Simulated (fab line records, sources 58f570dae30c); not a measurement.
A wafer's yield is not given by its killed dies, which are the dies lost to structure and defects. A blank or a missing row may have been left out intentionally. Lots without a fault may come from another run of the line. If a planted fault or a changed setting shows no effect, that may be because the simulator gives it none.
A lot that was struck, set against a sound lot    flow berkeley_cmos170    14 out of 331 route steps
Sound: these wafers, L311.1, L311.2, L311.6. Wafers L320.2, L320.4, L320.6 were the ones struck. At the end, the cause is stated.
For every step that has rows: the tool of each side, followed by ch and its chambers, followed by its first start. Under that, the readings that differ: sound wafers    struck wafers    difference of the means    sigmas: that difference in standard deviations of wafers without a fault.
alike: readings with means less than 2 such deviations apart, plus words and numbers identical on both sides. not compared: withheld readings, readings lacking a value on some wafer, bounds such as >300 that could conceal the same value, and numbers that have no deviation in the record and whose values overlap.
The two part at a step that has a row with sigmas, a row that says differs or no value, or rows on one side only. Numbers that don't overlap but have no deviation are shown without sigmas and don't part them. Lack of a reading on every wafer of one side parts them only where that side has two or more wafers.

UCB170_M2_RS_MEAS_02: measures by four-point-probe.
  sound on film_metro-02 at day 9 00:16; struck on film_metro-02 at day 10 14:27
  alike: M2_AL_RS
UCB170_M2_THK_MEAS_03: measures by xrf.
  sound on film_metro-02 at day 9 00:23; struck on film_metro-02 at day 10 14:34
  alike: M2_AL_THK
then, 3 steps without rows for these wafers: UCB170_M2_HMDS_04 (prime time 60 s); UCB170_M2_COAT_05 (resist thk 900 nm); UCB170_M2_SOFTBAKE_06 (time 60 s).
UCB170_M2_STRIP_07: strips in O2.
  sound on plasma_asher-03 ch 0,1, day 9 01:22; struck on plasma_asher-04 ch 0,1, day 10 15:04
reading                       sound              struck             difference  sigmas
strip_time_to_endpoint_s (s)  21.89 21.79 21.85  22.03 22.06 22.01  +0.19       +3
  alike: chamber_pressure_mTorr, drypump_motor_current_A, oes_product_au
  not compared: rf_hours_counter_h
then, 6 steps without rows for these wafers: UCB170_M2_STRIP_08 (strips KrF in DMSO, time 600 s); UCB170_M2_COAT_09; UCB170_M2_COAT_10 (resist thk 900 nm); UCB170_M2_SOFTBAKE_11 (time 60 s); UCB170_M2_EXPOSE_12 (exposes mask METAL2, target cd 700 nm); UCB170_M2_PEB_13.
UCB170_M2_DEVELOP_14: develop time 45 s.
  sound on litho_track-03 ch 0, day 9 05:00; struck on litho_track-04, day 10 16:00
  no value came back on the struck wafers for chill_plate_temp_C (C), develop_time_s (s); on the sound wafers chill_plate_temp_C (C) reads 23.04 23.19 23.21
reading                              sound            struck             difference  sigmas
model.KrF_of_M2_COAT_10.thk_nm (nm)  891.5 889 892.3  898.4 897.2 897.1  +6.6        
UCB170_M2_CD_MEAS_15: the cd target is 700 nm.
  sound on cd_sem-01 at day 9 05:16; struck on cd_sem-02 at day 10 16:20
reading     sound              struck  difference                     sigmas
cd_nm (nm)  698.4 699.1 699.1  - - -   no value on the struck wafers  

WHERE THEY PART
At UCB170_M2_STRIP_07 first; at UCB170_M2_CD_MEAS_15 last (within this record only).

WHY: whatever the simulator had introduced
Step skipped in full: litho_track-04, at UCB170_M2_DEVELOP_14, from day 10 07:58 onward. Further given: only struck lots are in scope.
